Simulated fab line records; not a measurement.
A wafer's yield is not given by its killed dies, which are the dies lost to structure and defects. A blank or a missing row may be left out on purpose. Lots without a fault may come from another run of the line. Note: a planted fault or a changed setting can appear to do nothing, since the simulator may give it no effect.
Lot-split experiment :: flow berkeleyCmos170 :: 5 lots, 23 wafers read, on a route of 331 steps

== THE SPLIT ITSELF ==
At UCB170_NLDD_IMPLANT_08, the setting doseCm2 was moved away from the recipe's 5e+13 on 7 of the 23 wafers read, by -2.9% to +6.6%. The other wafers ran this setting at the recipe's value.

== FROM THE SPLIT TO THE READING: what the file shows between them, 14 steps ==
- UCB170_PSD_COAT_01: resist thk 900 nm (also split here: spinRpm)
- UCB170_PSD_SOFTBAKE_02: time 60 s
- UCB170_PSD_EXPOSE_03: exposes mask PSELECT MOD, target cd 1200 nm
- UCB170_PSD_IMPLANT_08
- UCB170_PSD_STRIP_09: strips in O2
- UCB170_NSD_COAT_01: resist thk 900 nm (also split here: resistThkNm)
- UCB170_NSD_SOFTBAKE_02: time 60 s
- UCB170_NSD_EXPOSE_03: exposes mask NSELECT MOD, target cd 1200 nm
- UCB170_NSD_IMPLANT_08
- UCB170_NSD_STRIP_09: strips in O2
- UCB170_SDANNEAL_RTA_01: time 5 s (also split here: timeS)
- UCB170_SDANNEAL_RS_MEAS_02: measures by four-point-probe
- UCB170_SDANNEAL_RS_MEAS_03: measures by four-point-probe
- UCB170_SDANNEAL_RS_MEAS_04: measures by four-point-probe

== THE READING ==
NLDD_RS in ohm/sq, measured at UCB170_SDANNEAL_RS_MEAS_05 by four-point-probe. Fault-free wafers of this fab line usually give 611.7 ohm/sq, standard deviation 1.4 ohm/sq.

wafer: L079.1
tool, chamber at the split: implanter-04, 0
doseCm2 as run: 5.298e+13
against the recipe: +6.0%
NLDD_RS, ohm/sq: 601.9
against lot-mates on the recipe: -11.6

wafer: L079.2
tool, chamber at the split: implanter-04, 0
doseCm2 as run: 5e+13
against the recipe: recipe
NLDD_RS, ohm/sq: 612.9
against lot-mates on the recipe: -

wafer: L079.4
tool, chamber at the split: implanter-04, 0
doseCm2 as run: 5e+13
against the recipe: recipe
NLDD_RS, ohm/sq: 614.1
against lot-mates on the recipe: -

wafer: L079.5
tool, chamber at the split: implanter-04, 0
doseCm2 as run: 5.298e+13
against the recipe: +6.0%
NLDD_RS, ohm/sq: 600.9
against lot-mates on the recipe: -12.6

wafer: L079.6
tool, chamber at the split: implanter-04, 0
doseCm2 as run: 5e+13
against the recipe: recipe
NLDD_RS, ohm/sq: 613.4
against lot-mates on the recipe: -

wafer: L080.1
tool, chamber at the split: implanter-01, 0
doseCm2 as run: 5e+13
against the recipe: recipe
NLDD_RS, ohm/sq: 611.2
against lot-mates on the recipe: -

wafer: L080.2
tool, chamber at the split: implanter-01, 0
doseCm2 as run: 5e+13
against the recipe: recipe
NLDD_RS, ohm/sq: 613.0
against lot-mates on the recipe: -

wafer: L080.3
tool, chamber at the split: implanter-01, 0
doseCm2 as run: 5.329e+13
against the recipe: +6.6%
NLDD_RS, ohm/sq: 599.7
against lot-mates on the recipe: -12.2

wafer: L080.5
tool, chamber at the split: implanter-01, 0
doseCm2 as run: 5.329e+13
against the recipe: +6.6%
NLDD_RS, ohm/sq: 598.7
against lot-mates on the recipe: -13.2

wafer: L080.6
tool, chamber at the split: implanter-01, 0
doseCm2 as run: 5e+13
against the recipe: recipe
NLDD_RS, ohm/sq: 611.4
against lot-mates on the recipe: -

wafer: L083.1
tool, chamber at the split: implanter-04, 0
doseCm2 as run: 5e+13
against the recipe: recipe
NLDD_RS, ohm/sq: 610.3
against lot-mates on the recipe: -

wafer: L083.2
tool, chamber at the split: implanter-04, 0
doseCm2 as run: 5e+13
against the recipe: recipe
NLDD_RS, ohm/sq: 611.3
against lot-mates on the recipe: -

wafer: L083.4
tool, chamber at the split: implanter-04, 0
doseCm2 as run: 5e+13
against the recipe: recipe
NLDD_RS, ohm/sq: 610.1
against lot-mates on the recipe: -

wafer: L083.5
tool, chamber at the split: implanter-04, 0
doseCm2 as run: 5e+13
against the recipe: recipe
NLDD_RS, ohm/sq: 609.8
against lot-mates on the recipe: -

wafer: L083.6
tool, chamber at the split: implanter-04, 0
doseCm2 as run: 5e+13
against the recipe: recipe
NLDD_RS, ohm/sq: 608.9
against lot-mates on the recipe: -

wafer: L085.1
tool, chamber at the split: implanter-03, 0
doseCm2 as run: 5e+13
against the recipe: recipe
NLDD_RS, ohm/sq: 610.0
against lot-mates on the recipe: -

wafer: L085.2
tool, chamber at the split: implanter-03, 0
doseCm2 as run: 5e+13
against the recipe: recipe
NLDD_RS, ohm/sq: 610.1
against lot-mates on the recipe: -

wafer: L085.6
tool, chamber at the split: implanter-03, 0
doseCm2 as run: 5e+13
against the recipe: recipe
NLDD_RS, ohm/sq: 612.0
against lot-mates on the recipe: -

wafer: L084.1
tool, chamber at the split: implanter-01, 0
doseCm2 as run: 5e+13
against the recipe: recipe
NLDD_RS, ohm/sq: 610.3
against lot-mates on the recipe: -

wafer: L084.2
tool, chamber at the split: implanter-01, 0
doseCm2 as run: 5e+13
against the recipe: recipe
NLDD_RS, ohm/sq: 611.1
against lot-mates on the recipe: -

wafer: L084.3
tool, chamber at the split: implanter-01, 0
doseCm2 as run: 4.857e+13
against the recipe: -2.9%
NLDD_RS, ohm/sq: 617.2
against lot-mates on the recipe: +6.5

wafer: L084.4
tool, chamber at the split: implanter-01, 0
doseCm2 as run: 4.857e+13
against the recipe: -2.9%
NLDD_RS, ohm/sq: 616.9
against lot-mates on the recipe: +6.2

wafer: L084.5
tool, chamber at the split: implanter-01, 0
doseCm2 as run: 4.857e+13
against the recipe: -2.9%
NLDD_RS, ohm/sq: 616.7
against lot-mates on the recipe: +6.0

FIT RESULTS
A straight line over all 23 wafers: NLDD_RS changes by -1.79 ohm/sq for each +1% of doseCm2; r = -0.97; the points scatter about the line by 1.3 ohm/sq.
The same after taking each lot's own level away (the mean of its wafers on the recipe; 23 wafers): -2.01 ohm/sq for each +1%; r = -0.99; scatter 0.72 ohm/sq.
Per that fit: largest doseCm2 move, reading shift of 13 ohm/sq.
From 610.08 to 613.47 ohm/sq: that is the span of the lots' own levels, equal to 2.4 times the standard deviation above.
So the slope is not independent of the lot-to-lot level: the two fits are not the same.
Check: -13.4 ohm/sq against its lot-mates is what the line predicts for one of the wafers moved furthest among these (+6.6%) when that wafer is left out of the fit. Against them it came out at -12.2 ohm/sq.

== FURTHER SPLITS ON THESE WAFERS ==
Before the reading, these wafers also passed through other splits. Each is held against what the fit with the lots' levels taken away leaves over:
other split on the same wafers: UCB170_GATE_PEB_10 pebTempC
wafers away from the commonest value: 9
r with NLDD_RS (lot level and that fit taken away): -0.15

other split on the same wafers: UCB170_PSD_COAT_01 spinRpm
wafers away from the commonest value: 5
r with NLDD_RS (lot level and that fit taken away): +0.03

other split on the same wafers: UCB170_NSD_COAT_01 resistThkNm
wafers away from the commonest value: 10
r with NLDD_RS (lot level and that fit taken away): +0.25

other split on the same wafers: UCB170_SDANNEAL_RTA_01 timeS
wafers away from the commonest value: 11
r with NLDD_RS (lot level and that fit taken away): +0.05

== THE FILE'S OWN FIT ==
NLDD_RS changes by -1.99 ohm/sq for each +1% of doseCm2, r = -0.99.
